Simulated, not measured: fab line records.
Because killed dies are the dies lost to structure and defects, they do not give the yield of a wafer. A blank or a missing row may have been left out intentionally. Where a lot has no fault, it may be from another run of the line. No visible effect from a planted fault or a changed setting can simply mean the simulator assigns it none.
Which tool was responsible? / flow rit cmos / 14 lots, 42 wafers sampled, at 2 steps of a route of 202

## WHAT THE GAUGES READ, wafer by wafer
The record holds no reading of a measuring or inspecting step that can be judged against a usual standard deviation.

## WHAT TOOL EACH LOT RAN ON (gives the tool, then ch and the chambers of the sampled wafers, and finally the start)
lot=L620; RIT_SILICIDE_RTA_06=rtp anneal-02 ch 0, day 3 02:25; RIT_M1_PROBE_99=-
lot=L621; RIT_SILICIDE_RTA_06=rtp anneal-01 ch 0, day 3 08:02; RIT_M1_PROBE_99=-
lot=L622; RIT_SILICIDE_RTA_06=rtp anneal-02 ch 0, day 3 14:05; RIT_M1_PROBE_99=-
lot=L623; RIT_SILICIDE_RTA_06=rtp anneal-01 ch 0, day 3 18:52; RIT_M1_PROBE_99=-
lot=L624; RIT_SILICIDE_RTA_06=rtp anneal-02 ch 0, day 4 01:22; RIT_M1_PROBE_99=-
lot=L625; RIT_SILICIDE_RTA_06=rtp anneal-01 ch 0, day 4 04:14; RIT_M1_PROBE_99=-
lot=L626; RIT_SILICIDE_RTA_06=rtp anneal-02 ch 0, day 4 08:29; RIT_M1_PROBE_99=-
lot=L627; RIT_SILICIDE_RTA_06=rtp anneal-01 ch 0, day 4 16:16; RIT_M1_PROBE_99=-
lot=L630; RIT_SILICIDE_RTA_06=rtp anneal-02 ch 0, day 5 05:10; RIT_M1_PROBE_99=-
lot=L633; RIT_SILICIDE_RTA_06=rtp anneal-01 ch 0, day 5 19:23; RIT_M1_PROBE_99=-
lot=L635; RIT_SILICIDE_RTA_06=rtp anneal-01 ch 0, day 6 08:33; RIT_M1_PROBE_99=-
lot=L639; RIT_SILICIDE_RTA_06=rtp anneal-02 ch 0, day 7 02:57; RIT_M1_PROBE_99=-
lot=L641; RIT_SILICIDE_RTA_06=rtp anneal-02 ch 0, day 7 15:19; RIT_M1_PROBE_99=-
lot=L643; RIT_SILICIDE_RTA_06=rtp anneal-02 ch 0, day 8 04:17; RIT_M1_PROBE_99=prober-01, day 8 10:41
- RIT_SILICIDE_RTA_06: time 10 s, ramp up 5 s, ramp down 10 s.
- RIT_M1_PROBE_99

## WHAT THE TOOLS THEMSELVES READ (means of the sampled wafers that have a number; where no wafer has one, the mark that the record gives instead)
RIT_SILICIDE_RTA_06. Usual: wafer_temp_C_max 753.3, standard deviation 0.81.
lot=L620; tool=rtp anneal-02; wafer_temp_C_max=752.5; flag=
lot=L621; tool=rtp anneal-01; wafer_temp_C_max=753.1; flag=
lot=L622; tool=rtp anneal-02; wafer_temp_C_max=752.8; flag=
lot=L623; tool=rtp anneal-01; wafer_temp_C_max=753.3; flag=
lot=L624; tool=rtp anneal-02; wafer_temp_C_max=754.0; flag=
lot=L625; tool=rtp anneal-01; wafer_temp_C_max=754.0; flag=
lot=L626; tool=rtp anneal-02; wafer_temp_C_max=752.6; flag=
lot=L627; tool=rtp anneal-01; wafer_temp_C_max=753.7; flag=
lot=L630; tool=rtp anneal-02; wafer_temp_C_max=752.5; flag=
lot=L633; tool=rtp anneal-01; wafer_temp_C_max=644.0; flag=OFF
lot=L635; tool=rtp anneal-01; wafer_temp_C_max=643.2; flag=OFF
lot=L639; tool=rtp anneal-02; wafer_temp_C_max=752.7; flag=
lot=L641; tool=rtp anneal-02; wafer_temp_C_max=752.7; flag=
lot=L643; tool=rtp anneal-02; wafer_temp_C_max=753.3; flag=

RIT_M1_PROBE_99. Usual: killed_at_M0_to_M3 0.0, standard deviation 0.19; killed at contacts 0.1, standard deviation 0.27; killed at front end 6.4, standard deviation 2.9; killed dies 6.5, standard deviation 3; killed open 3.3, standard deviation 1.9; killed short 3.2, standard deviation 1.7.
lot=L643; tool=prober-01; killed_at_M0_to_M3=0.0; killed at contacts=0.0; killed at front end=7.3; killed dies=7.3; killed open=3.7; killed short=3.7; flag=

## THE ANSWER, worked out from the rows above alone
Rule: a lot is off if the mean of its wafers that have a number lies more than 3 standard deviations from the usual mean. Also off: a lot with no number at a reading for which 4 or more lots have one. Any other lot the step has rows for is counted as sound. The gauges are gone through in route order, then the tools' own readings, and for those a lot's mean is taken as printed above. The first step at which some lot is off is used, and at that step the reading that is off furthest; a lot without a number counts as furthest.
Off at RIT_SILICIDE_RTA_06 (wafer_temp_C_max): L633, L635.
If a tool, at that step or one of the process steps before it, ran each lot that is off and ran no sound lot following the first of them, it fits. One fits: RIT_SILICIDE_RTA_06 on rtp anneal-01. Its last sound lot is L627 (day 4 16:16), its first lot that is off L633 (day 5 19:23): a fault that began between those two fits.
On the lots that are off, the tool's own readings at RIT_SILICIDE_RTA_06 differ by more than 5 times the standard deviation of the sound lots' means, which bears it out; wafer_temp_C_max reads 643.6 there versus 753.1 on the sound lots.

## WHAT THE SIMULATOR PUT IN
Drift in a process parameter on rtp anneal-01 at RIT_SILICIDE_RTA_06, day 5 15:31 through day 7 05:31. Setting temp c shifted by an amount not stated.
Struck lots among those shown: L633, L635. The same result came from the rule above.
